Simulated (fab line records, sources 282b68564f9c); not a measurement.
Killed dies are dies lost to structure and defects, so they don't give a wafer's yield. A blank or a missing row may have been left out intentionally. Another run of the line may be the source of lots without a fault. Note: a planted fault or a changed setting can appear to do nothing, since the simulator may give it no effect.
Problem report, 8D (eight disciplines) form, completed by code    flow rit-cmos    the parts of the form that need people (team, actions taken, sign-off) are left out

1. WHAT IS WRONG
RIT_M1_PROBE_99, killed-at-front-end: mean 47 on 3 wafers (1 lot); fault-free wafers 7, standard deviation 3.4. Measured from the usual mean, that is +12 standard deviations.
Earliest sighting: wafer L526.4 on prober-02 at day 6 11:52. The record holds 9 wafers of 3 lots with a number at this step. The rule behind "out" and "out of limits": a value lying over 4 standard deviations away from the usual mean. Any other wafer with a number is counted as sound.

2. WHAT IT IS, AND WHAT IT ISN'T
question                     is                                is not
which readings at this step  killed-at-front-end, killed-dies  killed_at_M0_to_M3, killed-at-contacts, killed-open, killed-short
which lots                   L526                              L516, L536
which wafers of those lots   all that have a number            -
read on which tools          prober-02                         prober-01
when                         from day 6 11:52                  up to then (3 sound wafers); but 3 sound wafers of L536 came after

3. SUSPECTS, AND WHAT RULES EACH OUT
Counting: a tool stays on the suspect list if, at a process step up to the reading, it processed all lots that are out and no sound lot following the first of them.
- wet-bench-03 at RIT_ACTIVE_CLEAN_16 (cleans in dHF, time 30 s): kept. It ran the lot that is out, L526 (day 4 03:19), and no sound lot after that.
- plasma-asher-03 at RIT_M1_STRIP_14 (strips in O2, time 180 s): kept. It ran the lot that is out, L526 (day 6 09:51), and no sound lot after that; its last sound lot up to then is L516 (day 3 18:40).
- prober-02 at RIT_M1_PROBE_99: ruled out as a lasting fault. After its first lot that is out, L526 (day 6 11:52), sound lots L536 ran on it.
Left after counting: wet-bench-03 at RIT_ACTIVE_CLEAN_16, plasma-asher-03 at RIT_M1_STRIP_14.

4. THE CAUSE (what the simulator had put in)
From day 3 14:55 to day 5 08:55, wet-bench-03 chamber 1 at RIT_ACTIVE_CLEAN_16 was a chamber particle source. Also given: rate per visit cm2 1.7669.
2 suspects survive the count, and this tool is in that group.

5. THE CHAIN OF EFFECTS, in route order
Each row: a reading whose mean over the struck wafers that have a number lies more than 3 standard deviations from the usual. Only readings for which the record gives a usual standard deviation are gone through. hours: the time from each lot's start at the first step in this table that gives one to its start at this step, as a median over the lots. sigmas: the change in usual standard deviations.
hours  step             reading              usual  on struck wafers  change  sigmas
0      RIT_M1_PROBE_99  killed-at-front-end  7      47                +40     +12
0      RIT_M1_PROBE_99  killed-dies          7      47                +40     +12
It contains these process steps:
- RIT_M1_PROBE_99

6. WHAT WOULD HAVE CAUGHT IT SOONER
69 hours passed between the start of the fault at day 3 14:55 and the first reading out of limits in this record, taken at day 6 11:52.
All the lots that are out (1) had begun RIT_ACTIVE_CLEAN_16 on wet-bench-03 by day 6 11:52. A hold on the tool at that time would have spared none of them.
